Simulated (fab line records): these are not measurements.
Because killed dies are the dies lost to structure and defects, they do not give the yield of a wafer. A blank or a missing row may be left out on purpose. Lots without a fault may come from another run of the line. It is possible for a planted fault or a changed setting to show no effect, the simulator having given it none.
Lot-split experiment :: flow berkeley_cmos170 :: 5 lots, 23 wafers read, on a route of 331 steps

== THE SPLIT ITSELF ==
At UCB170_NWELL_CVD_04 (deposits Si3N4 from SiH2Cl2/NH3, target thk 224 nm, time 3360 s), the setting pressure_mtorr was moved away from the recipe's 200 mTorr on 15 of the 23 wafers read, by -14.0% to -5.3%. The other wafers ran this setting at the recipe's value.

The reading is taken at the split's own step.

== THE READING ==
Si3N4_of_NWELL_CVD_04.thk_nm (the simulator's own value, which no gauge read), in nm, at UCB170_NWELL_CVD_04 (deposits Si3N4 from SiH2Cl2/NH3, target thk 224 nm, time 3360 s). No usual value for it is given in the file. Here, 8 wafers ran the recipe; their average is 223.8 nm with a standard deviation of 2.2 nm.

wafer: L074.3
tool, chamber at the split: lpcvd-01, 1
pressure_mtorr as run, mTorr: 200
against the recipe: recipe
Si3N4_of_NWELL_CVD_04.thk_nm, nm: 226.6
against lot-mates on the recipe: -

wafer: L074.4
tool, chamber at the split: lpcvd-01, 1
pressure_mtorr as run, mTorr: 200
against the recipe: recipe
Si3N4_of_NWELL_CVD_04.thk_nm, nm: 226.7
against lot-mates on the recipe: -

wafer: L074.5
tool, chamber at the split: lpcvd-01, 1
pressure_mtorr as run, mTorr: 200
against the recipe: recipe
Si3N4_of_NWELL_CVD_04.thk_nm, nm: 225.8
against lot-mates on the recipe: -

wafer: L075.2
tool, chamber at the split: -, -
pressure_mtorr as run, mTorr: 189.4
against the recipe: -5.3%
Si3N4_of_NWELL_CVD_04.thk_nm, nm: 224.5
against lot-mates on the recipe: no lot-mate on the recipe

wafer: L075.3
tool, chamber at the split: -, -
pressure_mtorr as run, mTorr: 189.4
against the recipe: -5.3%
Si3N4_of_NWELL_CVD_04.thk_nm, nm: 224.8
against lot-mates on the recipe: no lot-mate on the recipe

wafer: L075.6
tool, chamber at the split: -, -
pressure_mtorr as run, mTorr: 189.4
against the recipe: -5.3%
Si3N4_of_NWELL_CVD_04.thk_nm, nm: 224.8
against lot-mates on the recipe: no lot-mate on the recipe

wafer: L075.4
tool, chamber at the split: -, -
pressure_mtorr as run, mTorr: 189.4
against the recipe: -5.3%
Si3N4_of_NWELL_CVD_04.thk_nm, nm: 223.7
against lot-mates on the recipe: no lot-mate on the recipe

wafer: L075.5
tool, chamber at the split: -, -
pressure_mtorr as run, mTorr: 189.4
against the recipe: -5.3%
Si3N4_of_NWELL_CVD_04.thk_nm, nm: 223.8
against lot-mates on the recipe: no lot-mate on the recipe

wafer: L076.1
tool, chamber at the split: -, -
pressure_mtorr as run, mTorr: 183.2
against the recipe: -8.4%
Si3N4_of_NWELL_CVD_04.thk_nm, nm: 217
against lot-mates on the recipe: no lot-mate on the recipe

wafer: L076.3
tool, chamber at the split: -, -
pressure_mtorr as run, mTorr: 183.2
against the recipe: -8.4%
Si3N4_of_NWELL_CVD_04.thk_nm, nm: 216.1
against lot-mates on the recipe: no lot-mate on the recipe

wafer: L076.4
tool, chamber at the split: -, -
pressure_mtorr as run, mTorr: 183.2
against the recipe: -8.4%
Si3N4_of_NWELL_CVD_04.thk_nm, nm: 218.1
against lot-mates on the recipe: no lot-mate on the recipe

wafer: L076.5
tool, chamber at the split: -, -
pressure_mtorr as run, mTorr: 183.2
against the recipe: -8.4%
Si3N4_of_NWELL_CVD_04.thk_nm, nm: 218.6
against lot-mates on the recipe: no lot-mate on the recipe

wafer: L076.6
tool, chamber at the split: -, -
pressure_mtorr as run, mTorr: 183.2
against the recipe: -8.4%
Si3N4_of_NWELL_CVD_04.thk_nm, nm: 218.3
against lot-mates on the recipe: no lot-mate on the recipe

wafer: L081.1
tool, chamber at the split: -, -
pressure_mtorr as run, mTorr: 171.9
against the recipe: -14.0%
Si3N4_of_NWELL_CVD_04.thk_nm, nm: 213.5
against lot-mates on the recipe: no lot-mate on the recipe

wafer: L081.2
tool, chamber at the split: -, -
pressure_mtorr as run, mTorr: 171.9
against the recipe: -14.0%
Si3N4_of_NWELL_CVD_04.thk_nm, nm: 213.7
against lot-mates on the recipe: no lot-mate on the recipe

wafer: L081.4
tool, chamber at the split: -, -
pressure_mtorr as run, mTorr: 171.9
against the recipe: -14.0%
Si3N4_of_NWELL_CVD_04.thk_nm, nm: 213.4
against lot-mates on the recipe: no lot-mate on the recipe

wafer: L081.6
tool, chamber at the split: -, -
pressure_mtorr as run, mTorr: 171.9
against the recipe: -14.0%
Si3N4_of_NWELL_CVD_04.thk_nm, nm: 213.4
against lot-mates on the recipe: no lot-mate on the recipe

wafer: L081.5
tool, chamber at the split: -, -
pressure_mtorr as run, mTorr: 171.9
against the recipe: -14.0%
Si3N4_of_NWELL_CVD_04.thk_nm, nm: 211.9
against lot-mates on the recipe: no lot-mate on the recipe

wafer: L083.1
tool, chamber at the split: -, -
pressure_mtorr as run, mTorr: 200
against the recipe: recipe
Si3N4_of_NWELL_CVD_04.thk_nm, nm: 223.2
against lot-mates on the recipe: -

wafer: L083.2
tool, chamber at the split: -, -
pressure_mtorr as run, mTorr: 200
against the recipe: recipe
Si3N4_of_NWELL_CVD_04.thk_nm, nm: 221
against lot-mates on the recipe: -

wafer: L083.3
tool, chamber at the split: -, -
pressure_mtorr as run, mTorr: 200
against the recipe: recipe
Si3N4_of_NWELL_CVD_04.thk_nm, nm: 223.3
against lot-mates on the recipe: -

wafer: L083.5
tool, chamber at the split: -, -
pressure_mtorr as run, mTorr: 200
against the recipe: recipe
Si3N4_of_NWELL_CVD_04.thk_nm, nm: 223.6
against lot-mates on the recipe: -

wafer: L083.6
tool, chamber at the split: -, -
pressure_mtorr as run, mTorr: 200
against the recipe: recipe
Si3N4_of_NWELL_CVD_04.thk_nm, nm: 220.4
against lot-mates on the recipe: -

FIT RESULTS
A straight line over all 23 wafers: Si3N4_of_NWELL_CVD_04.thk_nm changes by +0.78 nm for each +1% of pressure_mtorr; r = +0.87; the points scatter about the line by 2.4 nm.
Too few moved wafers with a lot-mate on the recipe to fit a line net of each lot's own level.

== FILE'S OWN FIT ==
Si3N4_of_NWELL_CVD_04.thk_nm changes by +0.781 nm for each +1% of pressure_mtorr, r = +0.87.
